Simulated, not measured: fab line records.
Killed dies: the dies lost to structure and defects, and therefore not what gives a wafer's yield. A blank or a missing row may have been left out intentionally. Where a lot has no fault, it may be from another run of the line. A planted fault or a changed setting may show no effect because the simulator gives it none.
fab line records ; flow ritCmos
record lots=14; wafers=42; lastDay=7
route steps=202 shown ACTIVE@1 PWELL@48 PRETRO@72 PLDD@123 M1@202
lots that met no fault: taken from a fault-free run of the same line
startH: hours from the record's first day to the start of the lot's first wafer shown ; waitH: hours since the lot's step before ; " the same as in the row above ; L1.1+2: a single row standing in for several wafers ; - either no value or no given start ; * or withheld: withheld ; < > ~ a bound
route shown NAME@n: NAME is a module with steps in the file, n the number in the route of the first one ; usual: the fault-free wafers' mean and standard deviation ; same: alike in all rows ; chamber/n: place in a boat ; sites: each site's reading ; _std_site: how widely they spread, as a standard deviation ; _edge_site: the outer-site mean with the inner-site mean subtracted ; radiusMm: for every site, how far away it sits from the centre of the wafer ; mask NAME#n: copy n ; behind: the last tool/chamber to shape the wafer ; hold: what put the lot on hold/how long, in hours/how the hold closed ; device: whichever transistor did not switch (one of n, p or np) ; end of line: the route-end tests of the same wafers ; for a step that has no rows: nothing shown but its recipe ; killed: count of dies lost to structure and defects at first sort (not the wafer's yield) ; map: shows each die of a wafer: x if killed, . if not, _ if none is there
set.NAME: setting as actually run; set.NAME@STEP: the setting as run at that earlier step ; model.NAME: the simulator's own value behind a step, which no gauge read
steps of the route over a sample of lots; a table a step, a row a wafer
services: the hour from which a tool's chamber was out of use, counted from the record's first day as startH (under 0 if before that day), plus the number of hours and why
## steps
# step RIT_ACTIVE_BOW_MEAS_00
# recipe mode=bow
# usual INCOMING_BOW=0/6.7
lot.wafer;tool;chamber;startH;waitH;INCOMING_BOW[um]
L945.2;filmMetro-03;-;10.02;-;-2
L945.3;filmMetro-03;-;10.02;-;4
L945.5;filmMetro-03;-;10.02;-;-11
L947.1;filmMetro-02;-;20.00;-;13
L947.3;filmMetro-02;-;20.00;-;-3
L947.5;filmMetro-02;-;20.00;-;-3
L948.2;filmMetro-03;-;25.02;-;12
L948.3;filmMetro-03;-;25.02;-;8
L948.5;filmMetro-03;-;25.02;-;1
L949.1;filmMetro-04;-;30.00;-;-1
L949.4;filmMetro-04;-;30.00;-;6
L949.6;filmMetro-04;-;30.00;-;-11
L951.2;filmMetro-04;-;40.02;-;-1
L951.3;filmMetro-04;-;40.02;-;-11
L951.4;filmMetro-04;-;40.02;-;0
L952.1;filmMetro-04;-;45.00;-;16
L952.3;filmMetro-04;-;45.00;-;2
L952.6;filmMetro-04;-;45.00;-;-5
L953.4;filmMetro-02;-;50.06;-;-4
L953.5;filmMetro-02;-;50.06;-;3
L953.6;filmMetro-02;-;50.06;-;-2
L954.1;filmMetro-03;-;55.00;-;-1
L954.3;filmMetro-03;-;55.00;-;11
L954.6;filmMetro-03;-;55.00;-;-9
L961.2;filmMetro-04;-;90.02;-;-7
L961.5;filmMetro-04;-;90.02;-;-3
L961.6;filmMetro-04;-;90.02;-;4
L962.1;filmMetro-03;-;95.00;-;-3
L962.3;filmMetro-03;-;95.00;-;-5
L962.6;filmMetro-03;-;95.00;-;6
L963.3;filmMetro-04;-;100.04;-;-9
L963.4;filmMetro-04;-;100.04;-;-11
L963.6;filmMetro-04;-;100.04;-;0
L965.1;filmMetro-04;-;110.00;-;-4
L965.3;filmMetro-04;-;110.00;-;-2
L965.4;filmMetro-04;-;110.00;-;-1
L966.3;filmMetro-04;-;115.04;-;-8
L966.4;filmMetro-04;-;115.04;-;3
L966.5;filmMetro-04;-;115.04;-;0
L968.1;filmMetro-02;-;125.00;-;-1
L968.2;filmMetro-02;-;125.00;-;-11
L968.6;filmMetro-02;-;125.00;-;10
# step RIT_PWELL_STRIP_09
# recipe chemistry=O2; timeS=180; resist=NOVOLAK; platenTempC=withheld; powerW=500; pressureMtorr=4000; o2FlowSccm=4000
# usual drypumpMotorCurrentA=5.5/0.51
lot.wafer;tool;chamber;startH;waitH;drypumpMotorCurrentA;rfHoursCounterH
L945.2;plasmaAsher-01;0;22.72;0.1;5.2;37
L945.3;plasmaAsher-01;0;22.72;0.1;5.2;-
L945.5;plasmaAsher-01;0;22.72;0.1;5.2;-
L947.1;plasmaAsher-03;0;33.27;0.1;4.9;23
L947.3;plasmaAsher-03;0;33.27;0.1;4.9;-
L947.5;plasmaAsher-03;1;33.27;0.1;6.1;-
L948.2;plasmaAsher-01;1;38.64;0.1;5.9;39
L948.3;plasmaAsher-01;0;38.64;0.1;5.2;-
L948.5;plasmaAsher-01;1;38.64;0.1;5.9;-
L949.1;plasmaAsher-03;0;42.85;0.1;4.9;24
L949.4;plasmaAsher-03;1;42.85;0.1;6.1;-
L949.6;plasmaAsher-03;0;42.85;0.1;4.9;-
L951.2;plasmaAsher-02;0;52.36;0.1;6.2;42
L951.3;plasmaAsher-02;0;52.36;0.1;6.2;-
L951.4;plasmaAsher-02;1;52.36;0.1;4.9;-
L952.1;plasmaAsher-01;0;57.83;0.1;5.2;41
L952.3;plasmaAsher-01;0;57.83;0.1;5.2;-
L952.6;plasmaAsher-01;0;57.83;0.1;5.2;-
L953.4;plasmaAsher-01;1;63.45;0.1;5.9;-
L953.5;plasmaAsher-01;1;63.45;0.1;6.0;-
L953.6;plasmaAsher-01;0;63.45;0.1;5.2;-
L954.1;plasmaAsher-03;1;68.35;0.1;6.0;26
L954.3;plasmaAsher-03;0;68.35;0.1;4.9;-
L954.6;plasmaAsher-03;0;68.35;0.1;4.9;-
L961.2;plasmaAsher-03;1;103.01;0.1;6.1;30
L961.5;plasmaAsher-03;1;103.01;0.1;6.0;-
L961.6;plasmaAsher-03;0;103.01;0.1;4.9;-
L962.1;plasmaAsher-03;0;109.35;0.1;5.0;31
L962.3;plasmaAsher-03;0;109.35;0.1;4.9;-
L962.6;plasmaAsher-03;1;109.35;0.1;6.1;-
L963.3;plasmaAsher-03;0;113.46;0.1;4.9;-
L963.4;plasmaAsher-03;1;113.46;0.1;6.1;-
L963.6;plasmaAsher-03;1;113.46;0.1;6.1;-
L965.1;plasmaAsher-03;0;123.46;0.1;4.9;33
L965.3;plasmaAsher-03;0;123.46;0.1;4.9;-
L965.4;plasmaAsher-03;1;123.46;0.1;6.1;-
L966.3;plasmaAsher-03;1;128.25;0.1;6.1;-
L966.4;plasmaAsher-03;0;128.25;0.1;5.0;-
L966.5;plasmaAsher-03;1;128.25;0.1;6.1;-
L968.1;plasmaAsher-03;1;138.93;0.1;6.1;35
L968.2;plasmaAsher-03;0;138.93;0.1;4.9;35
L968.6;plasmaAsher-03;0;138.93;0.1;4.9;-
# step RIT_PRETRO_IMPLANT_08
# recipe species=B; energyKev=45; doseCm2=1.2e+13; tiltDeg=7
# usual beamOnS=10.01/0.18; doseIonsCm2=1.2002e+13/1.3e+10; faradayCurrentUA=38.0/0.69
lot.wafer;tool;chamber;startH;waitH;beamOnS;doseIonsCm2;faradayCurrentUA
L945.2;implanter-01;0;31.35;0.2;10.05;1.2006e+13;37.9
L945.3;implanter-01;0;31.35;0.2;10.13;1.1999e+13;37.6
L945.5;implanter-01;0;31.35;0.2;10.15;1.201e+13;37.5
L947.1;implanter-03;0;41.91;0.2;10.23;1.198e+13;37.2
L947.3;implanter-03;0;41.91;0.2;9.69;1.2006e+13;39.2
L947.5;implanter-03;0;41.91;0.2;9.85;1.201e+13;38.6
L948.2;implanter-03;0;47.28;0.2;10.28;1.2003e+13;37.0
L948.3;implanter-03;0;47.28;0.2;9.97;1.2011e+13;38.3
L948.5;implanter-03;0;47.28;0.2;9.87;1.2016e+13;38.6
L949.1;implanter-02;0;51.38;0.2;9.98;1.1995e+13;38.1
L949.4;implanter-02;0;51.38;0.2;10.12;1.2014e+13;37.5
L949.6;implanter-02;0;51.38;0.2;10.12;1.2008e+13;37.6
L951.2;implanter-03;0;60.79;0.2;10.09;1.1973e+13;37.8
L951.3;implanter-03;0;60.79;0.2;10.21;1.2003e+13;37.2
L951.4;implanter-03;0;60.79;0.2;9.72;1.1987e+13;39.2
L952.1;implanter-03;0;66.22;0.2;10.15;1.202e+13;37.2
L952.3;implanter-03;0;66.22;0.2;9.78;1.2006e+13;38.8
L952.6;implanter-03;0;66.22;0.2;9.96;1.2017e+13;38.3
L953.4;implanter-02;0;71.85;0.2;9.97;1.1995e+13;38.1
L953.5;implanter-02;0;71.85;0.2;10.28;1.1987e+13;37.1
L953.6;implanter-02;0;71.85;0.2;10.03;1.2004e+13;38.0
L954.1;implanter-01;0;76.79;0.2;9.88;1.1986e+13;38.6
L954.3;implanter-01;0;76.79;0.2;9.88;1.2e+13;38.4
L954.6;implanter-01;0;76.79;0.2;10.07;1.199e+13;37.8
L961.2;implanter-03;0;112.08;0.2;9.82;1.1999e+13;38.6
L961.5;implanter-03;0;112.08;0.2;10.32;1.2007e+13;37.0
L961.6;implanter-03;0;112.08;0.2;9.78;1.2028e+13;39.1
L962.1;implanter-01;0;117.97;0.2;9.77;1.7063e+13;55.5
L962.3;implanter-01;0;117.97;0.2;10.39;1.7044e+13;52.0
L962.6;implanter-01;0;117.97;0.2;9.77;1.7051e+13;55.3
L963.3;implanter-01;0;122.19;0.2;10.08;1.7045e+13;53.7
L963.4;implanter-01;0;122.19;0.2;10.13;1.7048e+13;53.6
L963.6;implanter-01;0;122.19;0.2;9.98;1.7049e+13;54.1
L965.1;implanter-02;0;132.24;0.2;10.36;1.1982e+13;36.8
L965.3;implanter-02;0;132.24;0.2;9.92;1.1995e+13;38.3
L965.4;implanter-02;0;132.24;0.2;10.21;1.1995e+13;37.4
L966.3;implanter-02;0;136.67;0.2;10.11;1.2001e+13;37.6
L966.4;implanter-02;0;136.67;0.2;10.08;1.1997e+13;37.7
L966.5;implanter-02;0;136.67;0.2;10.13;1.2e+13;37.7
L968.1;implanter-03;0;147.33;0.2;10.29;1.2014e+13;36.8
L968.2;implanter-03;0;147.33;0.2;10.10;1.2032e+13;37.8
L968.6;implanter-03;0;147.33;0.2;10.08;1.2003e+13;37.9
# step RIT_PRETRO_TW_MEAS_10
# usual PRETRO_TW=474/4.3
lot.wafer;tool;chamber;startH;waitH;PRETRO_TW
L945.2;filmMetro-04;-;31.66;0.1;473
L945.3;filmMetro-04;-;31.66;0.1;476
L945.5;filmMetro-04;-;31.66;0.1;475
L947.1;filmMetro-01;-;42.24;0.1;480
L947.3;filmMetro-01;-;42.24;0.1;478
L947.5;filmMetro-01;-;42.24;0.1;477
L948.2;filmMetro-01;-;47.59;0.1;478
L948.3;filmMetro-01;-;47.59;0.1;477
L948.5;filmMetro-01;-;47.59;0.1;477
L949.1;filmMetro-04;-;51.70;0.1;467
L949.4;filmMetro-04;-;51.70;0.1;466
L949.6;filmMetro-04;-;51.70;0.1;466
L951.2;filmMetro-04;-;61.10;0.1;465
L951.3;filmMetro-04;-;61.10;0.1;468
L951.4;filmMetro-04;-;61.10;0.1;466
L952.1;filmMetro-01;-;66.55;0.1;479
L952.3;filmMetro-01;-;66.55;0.1;477
L952.6;filmMetro-01;-;66.55;0.1;477
L953.4;filmMetro-01;-;72.13;0.1;475
L953.5;filmMetro-01;-;72.13;0.1;476
L953.6;filmMetro-01;-;72.13;0.1;480
L954.1;filmMetro-04;-;77.11;0.1;471
L954.3;filmMetro-04;-;77.11;0.1;472
L954.6;filmMetro-04;-;77.11;0.1;470
L961.2;filmMetro-01;-;112.39;0.1;478
L961.5;filmMetro-01;-;112.39;0.1;474
L961.6;filmMetro-01;-;112.39;0.1;479
L962.1;filmMetro-03;-;118.30;0.1;530
L962.3;filmMetro-03;-;118.30;0.1;529
L962.6;filmMetro-03;-;118.30;0.1;530
L963.3;filmMetro-01;-;122.48;0.1;533
L963.4;filmMetro-01;-;122.48;0.1;535
L963.6;filmMetro-01;-;122.48;0.1;536
L965.1;filmMetro-01;-;132.57;0.1;478
L965.3;filmMetro-01;-;132.57;0.1;477
L965.4;filmMetro-01;-;132.57;0.1;479
L966.3;filmMetro-01;-;136.97;0.1;480
L966.4;filmMetro-01;-;136.97;0.1;477
L966.5;filmMetro-01;-;136.97;0.1;477
L968.1;filmMetro-01;-;147.65;0.1;479
L968.2;filmMetro-01;-;147.65;0.1;480
L968.6;filmMetro-01;-;147.65;0.1;479
# step RIT_PLDD_STRIP_09
# recipe chemistry=O2; timeS=180; resist=NOVOLAK; platenTempC=withheld; powerW=500; pressureMtorr=4000; o2FlowSccm=4000
# usual drypumpMotorCurrentA=5.7/0.46
lot.wafer;tool;chamber;startH;waitH;drypumpMotorCurrentA;rfHoursCounterH
L945.2;plasmaAsher-01;1;43.01;0.1;6.0;39
L945.3;plasmaAsher-01;0;43.01;0.1;5.2;-
L945.5;plasmaAsher-01;0;43.01;0.1;5.2;-
L947.1;plasmaAsher-01;1;53.89;0.1;6.0;41
L947.3;plasmaAsher-01;1;53.89;0.1;6.0;-
L947.5;plasmaAsher-01;1;53.89;0.1;6.0;-
L948.2;plasmaAsher-01;0;59.44;0.1;5.2;41
L948.3;plasmaAsher-01;0;59.44;0.1;5.2;-
L948.5;plasmaAsher-01;1;59.44;0.1;6.0;-
L949.1;plasmaAsher-04;0;64.01;0.1;5.8;43
L949.4;plasmaAsher-04;0;64.01;0.1;5.8;-
L949.6;plasmaAsher-04;0;64.01;0.1;5.8;-
L951.2;plasmaAsher-03;0;72.37;0.1;4.9;26
L951.3;plasmaAsher-03;1;72.37;0.1;6.1;-
L951.4;plasmaAsher-03;0;72.37;0.1;4.9;-
L952.1;plasmaAsher-01;0;79.11;0.1;5.2;44
L952.3;plasmaAsher-01;1;79.11;0.1;5.9;-
L952.6;plasmaAsher-01;1;79.11;0.1;5.9;-
L953.4;plasmaAsher-01;0;83.94;0.1;5.2;-
L953.5;plasmaAsher-01;1;83.94;0.1;6.0;-
L953.6;plasmaAsher-01;0;83.94;0.1;5.2;-
L954.1;plasmaAsher-04;0;88.16;0.1;5.8;46
L954.3;plasmaAsher-04;1;88.16;0.1;6.5;-
L954.6;plasmaAsher-04;1;88.16;0.1;6.5;-
L961.2;plasmaAsher-01;0;124.01;0.1;5.2;50
L961.5;plasmaAsher-01;0;124.01;0.1;5.2;-
L961.6;plasmaAsher-01;1;124.01;0.1;5.9;-
L962.1;plasmaAsher-01;1;129.45;0.1;6.0;51
L962.3;plasmaAsher-01;0;129.45;0.1;5.2;-
L962.6;plasmaAsher-01;0;129.45;0.1;5.2;-
L963.3;plasmaAsher-04;1;134.86;0.1;6.5;-
L963.4;plasmaAsher-04;0;134.86;0.1;5.8;-
L963.6;plasmaAsher-04;1;134.86;0.1;6.5;-
L965.1;plasmaAsher-04;1;143.77;0.1;6.5;53
L965.3;plasmaAsher-04;1;143.77;0.1;6.5;-
L965.4;plasmaAsher-04;0;143.77;0.1;5.8;-
L966.3;plasmaAsher-03;0;148.14;0.1;4.9;-
L966.4;plasmaAsher-03;1;148.14;0.1;6.1;-
L966.5;plasmaAsher-03;1;148.14;0.1;6.1;-
L968.1;plasmaAsher-01;0;159.47;0.1;5.2;54
L968.2;plasmaAsher-01;1;159.47;0.1;6.0;54
L968.6;plasmaAsher-01;0;159.47;0.1;5.2;-
# step RIT_M1_PROBE_99
# usual killed_at_M0_to_M3=0.0/0.16; killedAtContacts=0.1/0.3; killedAtFrontEnd=7.1/3; killedDies=7.3/3; killedOpen=3.6/2; killedShort=3.5/1.9
# same grossDies=264; killed_at_M4_up=0; killedAtBackSide=0; killedAtOther=0
lot.wafer;tool;chamber;startH;waitH;killed_at_M0_to_M3;killedAtContacts;killedAtFrontEnd;killedDies;killedOpen;killedShort
L945.2;prober-01;-;56.96;0.1;0;0;9;9;5;3
L945.3;prober-01;-;57.01;0.2;0;0;10;10;5;4
L945.5;prober-01;-;57.11;0.2;0;0;11;11;3;6
L947.1;prober-01;-;68.17;0.1;0;0;8;8;2;6
L947.3;prober-01;-;68.27;0.2;0;0;9;9;4;5
L947.5;prober-01;-;68.37;0.2;0;0;11;11;6;5
L948.2;prober-02;-;74.51;0.1;1;0;7;8;4;3
L948.3;prober-02;-;74.56;0.2;1;0;3;4;0;3
L948.5;prober-02;-;74.66;0.2;0;0;13;13;7;6
L949.1;prober-01;-;78.47;0.1;0;0;5;5;2;3
L949.4;prober-01;-;78.62;0.2;0;0;9;9;4;5
L949.6;prober-01;-;78.72;0.2;0;0;8;8;2;6
L951.2;prober-01;-;86.07;0.1;0;0;7;7;2;5
L951.3;prober-01;-;86.12;0.2;0;0;7;7;4;3
L951.4;prober-01;-;86.17;0.2;0;0;3;3;1;2
L952.1;prober-02;-;92.59;0.1;0;0;9;9;4;3
L952.3;prober-02;-;92.69;0.2;0;0;7;7;2;5
L952.6;prober-02;-;92.84;0.2;0;0;7;7;4;3
L953.4;prober-01;-;99.41;0.2;0;0;13;13;7;6
L953.5;prober-01;-;99.46;0.2;0;0;4;4;4;0
L953.6;prober-01;-;99.51;0.2;0;0;8;8;4;4
L954.1;prober-02;-;102.21;0.1;0;0;4;4;1;3
L954.3;prober-02;-;102.31;0.2;0;0;5;5;4;1
L954.6;prober-02;-;102.46;0.2;0;0;3;3;1;2
L961.2;prober-01;-;138.42;0.1;0;0;1;1;1;0
L961.5;prober-01;-;138.57;0.2;0;0;2;2;1;1
L961.6;prober-01;-;138.62;0.2;0;0;8;8;4;4
L962.1;prober-02;-;143.18;0.1;0;0;10;10;5;5
L962.3;prober-02;-;143.28;0.2;0;0;7;7;5;2
L962.6;prober-02;-;143.43;0.2;0;0;6;6;2;4
L963.3;prober-01;-;148.54;0.2;0;0;9;9;5;4
L963.4;prober-01;-;148.59;0.2;0;0;9;9;2;7
L963.6;prober-01;-;148.69;0.2;0;0;3;3;1;2
L965.1;prober-01;-;157.71;0.1;0;1;7;8;4;4
L965.3;prober-01;-;157.81;0.2;0;0;9;9;4;5
L965.4;prober-01;-;157.86;0.2;0;0;11;11;6;5
L966.3;prober-02;-;161.73;0.2;0;0;8;8;5;3
L966.4;prober-02;-;161.78;0.2;0;1;12;13;7;6
L966.5;prober-02;-;161.83;0.2;0;0;8;8;5;3
L968.1;prober-02;-;172.97;0.1;0;0;10;10;5;5
L968.2;prober-02;-;173.02;0.1;0;0;2;2;0;2
L968.6;prober-02;-;173.22;0.2;0;0;4;4;2;2
# killed by level:class
L945.2 GATE:geometricParticle:open=2 FOX1:geometricParticle:open=1 FOX2:geometricParticle:open=1 GATE:geometricParticle:short=1 REOX:geometricParticle:short=1 SPACER:geometricParticle:short=1 SILICIDE:geometricParticle:open=1 GATE:coatMicrobubblePrinted=1
L945.3 GATE:geometricParticle:open=4 GATE:geometricParticle:short=3 FOX2:geometricParticle:open=1 SPACER:geometricParticle:short=1 PWELL:coatMicrobubblePrinted=1
L945.5 SPACER:geometricParticle:short=3 GATE:geometricParticle:open=2 GATE:geometricParticle:short=2 PWELL:coatMicrobubblePrinted=2 SPACER:geometricParticle:open=1 SILICIDE:geometricParticle:short=1
L947.1 SPACER:geometricParticle:short=3 GATE:geometricParticle:short=1 REOX:geometricParticle:open=1 REOX:geometricParticle:short=1 SILICIDE:geometricParticle:open=1 SILICIDE:geometricParticle:short=1
L947.3 GATE:geometricParticle:short=3 GATE:geometricParticle:open=3 SPACER:geometricParticle:open=1 SPACER:geometricParticle:short=1 SILICIDE:geometricParticle:short=1
L947.5 GATE:geometricParticle:short=3 GATE:geometricParticle:open=2 SPACER:geometricParticle:short=2 FOX2:geometricParticle:open=1 REOX:geometricParticle:open=1 SPACER:geometricParticle:open=1 SILICIDE:geometricParticle:open=1
L948.2 GATE:geometricParticle:open=3 GATE:geometricParticle:short=3 REOX:geometricParticle:open=1 M1:coatMicrobubblePrinted=1
L948.3 ACTIVE:geometricParticle:short=1 GATE:geometricParticle:short=1 SILICIDE:geometricParticle:short=1 M1:coatMicrobubblePrinted=1
L948.5 GATE:geometricParticle:short=4 GATE:geometricParticle:open=3 FOX2:geometricParticle:open=2 REOX:geometricParticle:open=2 SPACER:geometricParticle:short=1 SILICIDE:geometricParticle:short=1
L949.1 GATE:geometricParticle:short=3 GATE:geometricParticle:open=1 SPACER:geometricParticle:open=1
L949.4 GATE:geometricParticle:short=3 GATE:geometricParticle:open=2 ACTIVE:geometricParticle:short=1 FOX2:geometricParticle:open=1 REOX:geometricParticle:open=1 SPACER:geometricParticle:short=1
L949.6 GATE:geometricParticle:short=4 FOX1:geometricParticle:short=1 FOX1:geometricParticle:open=1 FOX2:geometricParticle:short=1 GATE:geometricParticle:open=1
L951.2 GATE:geometricParticle:short=4 GATE:geometricParticle:open=2 FOX1:geometricParticle:short=1
L951.3 GATE:geometricParticle:short=2 REOX:geometricParticle:open=2 FOX1:geometricParticle:open=1 REOX:geometricParticle:short=1 SILICIDE:geometricParticle:open=1
L951.4 GATE:geometricParticle:short=2 GATE:geometricParticle:open=1
L952.1 REOX:geometricParticle:open=2 GATE:coatMicrobubblePrinted=2 FOX1:geometricParticle:short=1 FOX2:geometricParticle:short=1 GATE:geometricParticle:short=1 GATE:geometricParticle:open=1 SILICIDE:geometricParticle:open=1
L952.3 REOX:geometricParticle:short=2 SPACER:geometricParticle:short=2 FOX1:geometricParticle:open=1 GATE:geometricParticle:short=1 GATE:geometricParticle:open=1
L952.6 SPACER:geometricParticle:open=2 FOX2:geometricParticle:open=1 FOX2:geometricParticle:short=1 GATE:geometricParticle:open=1 GATE:geometricParticle:short=1 REOX:geometricParticle:short=1
L953.4 GATE:geometricParticle:open=3 GATE:geometricParticle:short=3 FOX1:geometricParticle:open=2 SPACER:geometricParticle:short=2 REOX:geometricParticle:short=1 REOX:geometricParticle:open=1 SILICIDE:geometricParticle:open=1
L953.5 SPACER:geometricParticle:open=2 FOX1:geometricParticle:open=1 GATE:geometricParticle:open=1
L953.6 GATE:geometricParticle:short=3 FOX2:geometricParticle:open=1 GATE:geometricParticle:open=1 REOX:geometricParticle:open=1 SILICIDE:geometricParticle:short=1 SILICIDE:geometricParticle:open=1
L954.1 SILICIDE:geometricParticle:short=2 GATE:geometricParticle:open=1 REOX:geometricParticle:short=1
L954.3 SILICIDE:geometricParticle:open=2 FOX1:geometricParticle:open=1 GATE:geometricParticle:open=1 GATE:geometricParticle:short=1
L954.6 SPACER:geometricParticle:short=1 SILICIDE:geometricParticle:short=1 SILICIDE:geometricParticle:open=1
L961.2 REOX:geometricParticle:open=1
L961.5 GATE:geometricParticle:short=1 REOX:geometricParticle:open=1
L961.6 GATE:geometricParticle:open=2 GATE:geometricParticle:short=2 FOX2:geometricParticle:short=1 REOX:geometricParticle:short=1 SPACER:geometricParticle:open=1 SILICIDE:geometricParticle:open=1
L962.1 GATE:geometricParticle:short=3 GATE:geometricParticle:open=2 FOX1:geometricParticle:open=1 REOX:geometricParticle:short=1 SPACER:geometricParticle:open=1 SPACER:geometricParticle:short=1 SILICIDE:geometricParticle:open=1
L962.3 FOX1:geometricParticle:open=2 SPACER:geometricParticle:open=2 GATE:geometricParticle:short=1 REOX:geometricParticle:short=1 SILICIDE:geometricParticle:open=1
L962.6 GATE:geometricParticle:open=2 SPACER:geometricParticle:short=2 ACTIVE:geometricParticle:short=1 GATE:geometricParticle:short=1
L963.3 GATE:geometricParticle:open=3 SPACER:geometricParticle:short=2 FOX1:geometricParticle:short=1 FOX1:geometricParticle:open=1 FOX2:geometricParticle:open=1 FOX2:geometricParticle:short=1
L963.4 GATE:geometricParticle:short=5 FOX1:geometricParticle:short=1 FOX1:geometricParticle:open=1 GATE:geometricParticle:open=1 REOX:geometricParticle:short=1
L963.6 GATE:geometricParticle:short=1 SPACER:geometricParticle:short=1 SPACER:geometricParticle:open=1
L965.1 GATE:geometricParticle:open=2 FOX1:geometricParticle:open=1 FOX1:geometricParticle:short=1 REOX:geometricParticle:short=1 SPACER:geometricParticle:open=1 SILICIDE:geometricParticle:short=1 CONTACT:geometricParticle:short=1
L965.3 REOX:geometricParticle:open=2 FOX2:geometricParticle:short=2 GATE:geometricParticle:open=2 FOX1:geometricParticle:short=1 GATE:geometricParticle:short=1 SPACER:geometricParticle:short=1
L965.4 GATE:geometricParticle:open=3 REOX:geometricParticle:short=3 GATE:geometricParticle:short=2 FOX1:geometricParticle:open=1 REOX:geometricParticle:open=1 SPACER:geometricParticle:open=1
L966.3 GATE:geometricParticle:open=3 FOX1:geometricParticle:short=2 GATE:geometricParticle:short=1 SPACER:geometricParticle:open=1 SILICIDE:geometricParticle:open=1
L966.4 SPACER:geometricParticle:short=3 FOX2:geometricParticle:open=2 GATE:geometricParticle:short=2 GATE:geometricParticle:open=2 FOX1:geometricParticle:open=1 FOX1:geometricParticle:short=1 REOX:geometricParticle:open=1 CONTACT:geometricParticle:open=1
L966.5 GATE:geometricParticle:open=2 GATE:geometricParticle:short=2 REOX:geometricParticle:open=2 SPACER:geometricParticle:open=1 SPACER:geometricParticle:short=1
L968.1 GATE:geometricParticle:open=2 GATE:geometricParticle:short=2 SILICIDE:geometricParticle:open=2 FOX1:geometricParticle:short=1 FOX2:geometricParticle:short=1 REOX:geometricParticle:open=1 SILICIDE:geometricParticle:short=1
L968.2 GATE:geometricParticle:short=1 SILICIDE:geometricParticle:short=1
L968.6 FOX1:geometricParticle:short=1 FOX1:geometricParticle:open=1 FOX2:geometricParticle:short=1 GATE:geometricParticle:open=1
## services
tool;chamber;startH;hours;kind
implanter-03;-;3.44;1.9;repair
implanter-02;-;10.29;3.3;repair
implanter-02;-;40.80;2.6;repair
plasmaAsher-03;-;44.61;4.5;repair
plasmaAsher-02;-;108.75;9.0;pm
plasmaAsher-02;0;108.75;9.0;ventCycle
plasmaAsher-02;1;108.75;9.0;ventCycle
plasmaAsher-03;-;110.13;0.6;repair
plasmaAsher-02;0;117.75;-;clean
plasmaAsher-02;1;117.75;-;clean
plasmaAsher-02;-;120.17;14.6;pm
implanter-02;-;148.88;6.1;repair
implanter-03;-;157.42;3.3;pm
## key
firstSign step=RIT_PRETRO_IMPLANT_08; reading=doseIonsCm2; direction=up; sigmas=99+; usual=1.2002e+13; struck=1.705e+13
effect step=RIT_PRETRO_IMPLANT_08; reading=faradayCurrentUA; direction=up; sigmas=23; usual=38.0; struck=54.0
effect step=RIT_PRETRO_TW_MEAS_10; reading=PRETRO_TW; direction=up; sigmas=14; usual=474; struck=532
metAt RIT_PRETRO_IMPLANT_08
struckLots L962,L963
testerLeftOut L962,L963
notActingAt RIT_ACTIVE_BOW_MEAS_00,RIT_PWELL_STRIP_09,RIT_PLDD_STRIP_09
onsetBetween 76.79 117.97
fault kind=processParameterDrift; tool=implanter-01; chamber=-; onsetH=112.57; steps=RIT_PRETRO_IMPLANT_08; channel=doseCm2; offset=5.0516e+12; shape=step; endH=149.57; actsIn=theseRecipesOnly; stated=1.2e+13
# testerLeftOut: of these lots the tester's yield and bins aren't shown, on N5 and GAA mostly nor the transistor test; their killed dies are dies lost to structure and defects alone, not to doping, threshold or leakage, so they don't give the yield
